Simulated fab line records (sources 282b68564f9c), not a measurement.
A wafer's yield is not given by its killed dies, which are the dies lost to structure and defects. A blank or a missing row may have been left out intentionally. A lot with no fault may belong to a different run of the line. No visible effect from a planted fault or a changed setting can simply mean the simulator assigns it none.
One fault seen from 2 desks / flow rit_cmos / what lay behind the numbers comes last; until then each desk has only its own

DESK OF THE TOOL OWNER: furnace-03
The tool's own readings at RIT_GATE_OXIDATION_05 (target thk 3 nm, ox time 270 s): means of the sampled wafers that have a number, for each lot that ran on this tool. Any lot whose mean is over 4 standard deviations away from the usual mean is out of limits and marked OUT; that distance is given in the brackets.
Columns: A = spike_tc_centre_C at RIT_GATE_OXIDATION_05, usual 901.7 C; B = spike_tc_load_C at RIT_GATE_OXIDATION_05, usual 924.5 C; C = spike_tc_source_C at RIT_GATE_OXIDATION_05, usual 924.3 C; D = tube_center_temp_C at RIT_GATE_OXIDATION_05, usual 899.99 C; E = tube_center_temp_C_max at RIT_GATE_OXIDATION_05, usual 902.3
lot=L524; first seen here=day 3 05:01; A=902.7; B=924.2; C=925.1; D=899.99; E=902.2
lot=L525; first seen here=day 3 10:20; A=894.8 (-5.8) OUT; B=917.7; C=917.9 (-5.4) OUT; D=892.72 (-91) OUT; E=895.0 (-19) OUT
lot=L527; first seen here=day 3 23:47; A=895.1 (-5.5) OUT; B=918.2; C=917.8 (-5.4) OUT; D=892.79 (-90) OUT; E=894.9 (-19) OUT
lot=L542; first seen here=day 7 06:18; A=901.7; B=925.5; C=924.5; D=899.95; E=902.0
This desk's verdict: out of limits on L525, L527, starting with L525 at day 3 10:20 (spike_tc_centre_C at RIT_GATE_OXIDATION_05). L524, L542 stayed within limits.

METROLOGY DESK
Means of the sampled wafers that have a number, per lot and without regard to the tool the lot ran on: this is what the gauges read. Any lot whose mean is over 4 standard deviations away from the usual mean is out of limits and marked OUT; that distance is given in the brackets.
Columns: A = GATE_OXIDE_THK at RIT_GATE_THK_MEAS_07, usual 3.01 nm
lot=L521; first seen here=day 2 17:01; A=2.94
lot=L522; first seen here=day 2 22:10; A=2.98
lot=L524; first seen here=day 3 06:21; A=3.08
lot=L525; first seen here=day 3 11:41; A=2.77
lot=L527; first seen here=day 4 01:08; A=2.83
lot=L534; first seen here=day 5 08:15; A=2.99
lot=L535; first seen here=day 5 15:50; A=3.05
lot=L536; first seen here=day 6 00:01; A=3.09
lot=L537; first seen here=day 6 01:32; A=3.00
lot=L538; first seen here=day 6 12:32; A=3.12
lot=L540; first seen here=day 6 18:43; A=3.03
lot=L541; first seen here=day 7 01:35; A=2.98
lot=L542; first seen here=day 7 07:38; A=2.98
lot=L543; first seen here=day 7 11:55; A=3.00
Finding of this desk: none of the 14 lots has anything out of limits.

PUT TOGETHER
An alarm could have come from the tool owner's desk at day 3 10:20, on L525, L527.
At the metrology desk, nothing out of limits was observed.
The metrology desk holds a record of L525, L527, inside its limits.
All the named lots went through RIT_GATE_OXIDATION_05 on furnace-03.

WHAT HAD BEEN PUT IN BY THE SIMULATOR
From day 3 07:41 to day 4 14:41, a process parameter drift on furnace-03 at RIT_GATE_OXIDATION_05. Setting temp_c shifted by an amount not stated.
Struck lots among those shown: L525, L527.
Each desk's first reading out of limits, in hours after the fault started: the tool owner's desk, 3.
